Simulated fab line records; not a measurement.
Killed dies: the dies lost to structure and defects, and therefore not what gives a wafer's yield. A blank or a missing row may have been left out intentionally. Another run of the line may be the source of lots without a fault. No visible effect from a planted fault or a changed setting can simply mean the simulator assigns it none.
Matching of chambers	flow rit_cmos	RIT_ACTIVE_ETCH_13 on rie_diel-01 has 4 sister chambers
The step etches Si3N4 in SF6, stops on SiO2, time 210 s, target depth 210 nm. 4 wafers are shown with their chamber, then 7 later ones without.

## WAFERS, EACH WITH ITS CHAMBER
wafer	chamber	throttle_valve_pct (%)
L848.3	2	7.32
L856.6	1	7.56
L864.1	0	7.62
L864.4	3	7.39

## WAFERS WITHOUT THEIR CHAMBER
wafer	throttle_valve_pct (%)
L864.6	7.41
L865.1	7.55
L865.2	7.33
L865.5	7.58
L866.2	7.37
L866.5	7.60
L866.6	7.39

## THE CHAMBER EACH PASSED THROUGH
wafer	from the rows above	in truth
L864.6	3	3
L865.1	1	1
L865.2	2	2
L865.5	can't be placed: 1 or 0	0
L866.2	can't be placed: 3 or 2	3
L866.5	can't be placed: 0 or 1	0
L866.6	3	3
Correctly placed: 4 of 7. Cannot be placed on the basis of these rows: 3; the candidates contain the true chamber in 3. Number placed wrongly: 0.
How it was worked out, from the rows above alone: a wafer's distance from a chamber is the root of the sum, over the readings, of the square of ((its reading less the chamber's mean) divided by the reading's scatter). The wafer belongs to the nearest chamber; if the next one is less than 2 further off, it can't be placed. For every chamber, the mean is computed from those of its wafers that are shown. The scatter: root of mean squared gap, hidden wafer to nearest shown wafer, with one shown wafer a chamber.
